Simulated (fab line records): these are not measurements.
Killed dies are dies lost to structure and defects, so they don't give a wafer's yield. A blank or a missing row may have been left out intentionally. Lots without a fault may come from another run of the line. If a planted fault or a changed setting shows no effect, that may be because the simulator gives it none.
What tool caused it? ; flow berkeley_cmos170 ; 15 lots with 45 wafers sampled at 4 steps, on a route of 331 steps

WHAT THE GAUGES SHOWED, per wafer
UCB170_NVT_OVL_MEAS_06.
lot;measured;on;NVT_OVL (nm)
L163;day 6 01:02;overlay-01;7 5 -1
L165;day 6 12:22;overlay-02;4 2 6
L166;day 6 12:23;overlay-01;0 6 2
L167;day 6 12:31;overlay-02;2 -3 5
L169;day 7 03:26;overlay-01;4 1 7
L168;day 7 03:34;overlay-01;-5 0 0
L170;day 7 13:51;overlay-02;13 12 9
L171;day 7 14:07;overlay-01;2 14 3
L173;day 7 23:54;overlay-02;-2 -1 8
L174;day 8 05:02;overlay-01;5 2 3
L177;day 8 19:02;overlay-02;-2 -1 2
L179;day 8 18:31;overlay-01;3 3 5
L181;day 9 21:10;overlay-02;3 1 1
L184;day 10 04:09;overlay-01;8 -1 -4
L185;day 10 04:31;overlay-02;4 7 12

UCB170_M3_BOW_MEAS_20.
lot;measured;on;M3_BOW (um)
L163;day 8 14:48;film_metro-03;37 32 33
L165;day 9 09:20;film_metro-01;40 41 43
L166;day 9 10:20;film_metro-01;17 36 23
L167;day 9 07:59;film_metro-03;40 27 36
L169;day 9 16:42;film_metro-03;36 21 21
L168;day 9 12:30;film_metro-01;33 33 39
L170;day 10 01:15;film_metro-02;33 41 40
L171;day 10 01:29;film_metro-03;47 48 50
L173;day 10 15:06;film_metro-01;34 32 39
L174;day 10 12:47;film_metro-03;27 38 22
L177;day 11 06:35;film_metro-02;26 27 37
L179;day 11 06:30;film_metro-01;47 44 35
L181;day 12 07:25;film_metro-03;31 34 33
L184;day 12 09:02;film_metro-02;36 38 26
L185;day 12 15:01;film_metro-03;42 36 34

EACH LOT AND THE TOOL THAT RAN IT (in order: tool; ch and the chambers of the sampled wafers; start)
lot;UCB170_NWELL_IMPLANT_14;UCB170_SILICIDE_RTA_04
L163;implanter-01 ch 0, day 2 11:01;rtp_anneal-01 ch 0, day 7 11:47
L165;implanter-03 ch 0, day 2 22:19;rtp_anneal-01 ch 0, day 8 05:09
L166;implanter-02 ch 0, day 3 04:02;rtp_anneal-02 ch 0, day 8 05:23
L167;implanter-01 ch 0, day 3 12:17;rtp_anneal-01 ch 0, day 8 05:22
L169;implanter-02 ch 0, day 3 18:57;rtp_anneal-01 ch 0, day 8 12:32
L168;implanter-01 ch 0, day 3 19:08;rtp_anneal-02 ch 0, day 8 12:04
L170;implanter-02 ch 0, day 4 04:17;rtp_anneal-01 ch 0, day 8 21:46
L171;implanter-02 ch 0, day 4 09:22;rtp_anneal-02 ch 0, day 8 21:22
L173;implanter-03 ch 0, day 4 20:27;rtp_anneal-01 ch 0, day 9 11:59
L174;implanter-01 ch 0, day 4 23:56;rtp_anneal-02 ch 0, day 9 11:11
L177;implanter-01 ch 0, day 5 09:54;rtp_anneal-01 ch 0, day 10 03:43
L179;implanter-01 ch 0, day 6 00:08;rtp_anneal-02 ch 0, day 10 03:22
L181;implanter-01 ch 0, day 6 09:29;rtp_anneal-02 ch 0, day 11 02:20
L184;implanter-02 ch 0, day 6 23:04;rtp_anneal-01 ch 0, day 11 11:19
L185;implanter-03 ch 0, day 6 23:21;rtp_anneal-01 ch 0, day 11 13:55
- UCB170_NWELL_IMPLANT_14
- UCB170_SILICIDE_RTA_04: time 15 s.

WHAT THE TOOLS THEMSELVES READ (means of the sampled wafers that have a number; where no wafer has one, the mark that the record gives instead)
UCB170_NWELL_IMPLANT_14.
lot;tool;dose_ions_cm2
L163;implanter-01;9.996e+12
L165;implanter-03;9.999e+12
L166;implanter-02;9.985e+12
L167;implanter-01;9.995e+12
L169;implanter-02;9.990e+12
L168;implanter-01;9.990e+12
L170;implanter-02;1.000e+13
L171;implanter-02;9.998e+12
L173;implanter-03;1.000e+13
L174;implanter-01;1.000e+13
L177;implanter-01;1.017e+13
L179;implanter-01;1.017e+13
L181;implanter-01;1.016e+13
L184;implanter-02;1.001e+13
L185;implanter-03;1.000e+13

UCB170_SILICIDE_RTA_04.
lot;tool;chamber_o2_ppm;lamp_power_pct (%);wafer_temp_C_max
L163;rtp_anneal-01;1.996;10.8;652.8
L165;rtp_anneal-01;2.019;10.8;652.9
L166;rtp_anneal-02;1.994;9.5;654.1
L167;rtp_anneal-01;1.997;10.8;652.8
L169;rtp_anneal-01;1.996;10.8;651.9
L168;rtp_anneal-02;1.984;9.5;653.1
L170;rtp_anneal-01;2.014;10.8;653.0
L171;rtp_anneal-02;1.983;9.5;654.0
L173;rtp_anneal-01;1.989;10.8;652.6
L174;rtp_anneal-02;2.017;9.5;654.3
L177;rtp_anneal-01;1.996;10.8;652.3
L179;rtp_anneal-02;2.001;9.5;653.7
L181;rtp_anneal-02;1.986;9.5;653.9
L184;rtp_anneal-01;1.975;10.8;652.8
L185;rtp_anneal-01;2.011;10.8;652.4

THE ANSWER, worked out from the rows above alone
Rule: the usual values come from the lots themselves. Put in order of their means at a reading, lots are off if they are a third of the lots or fewer, leave a main group of 4 or more, and stand apart from it by a gap of 3 or more times the standard deviation of the main group's means; of several such gaps the widest counts. The tables above print the reading to a certain number of digits; a main group whose means all agree to those digits is not used. Also off: a lot with no number at a reading for which 4 or more lots have one. Any other lot the step has rows for is counted as sound. The gauges are gone through in route order, then the tools' own readings, and for those a lot's mean is taken as printed above. At the first step where some lot is off, the reading lying furthest off is the one used; lots without a number count as furthest.
Off: L177, L179, L181 (UCB170_NWELL_IMPLANT_14, dose_ions_cm2). The main group: mean 9.997e+12, standard deviation 6.2e+09.
If a tool, at that step or one of the process steps before it, ran each lot that is off and ran no sound lot following the first of them, it fits. One fits: implanter-01 at UCB170_NWELL_IMPLANT_14. Its last sound lot is L174 (day 4 23:56), its first lot that is off L177 (day 5 09:54): a fault that began between those two fits.
The tool's own readings at UCB170_NWELL_IMPLANT_14 bear it out: on the lots that are off they differ by more than 5 times the standard deviation of the sound lots' means. dose_ions_cm2 reads 1.017e+13 there against 9.997e+12 on the sound lots.

WHAT THE SIMULATOR PUT IN
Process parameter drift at UCB170_NWELL_IMPLANT_14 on implanter-01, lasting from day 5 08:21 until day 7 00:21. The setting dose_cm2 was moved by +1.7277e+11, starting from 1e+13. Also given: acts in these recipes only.
Lots struck among those shown: L179, L177, L181. This agrees with what the rule above found.
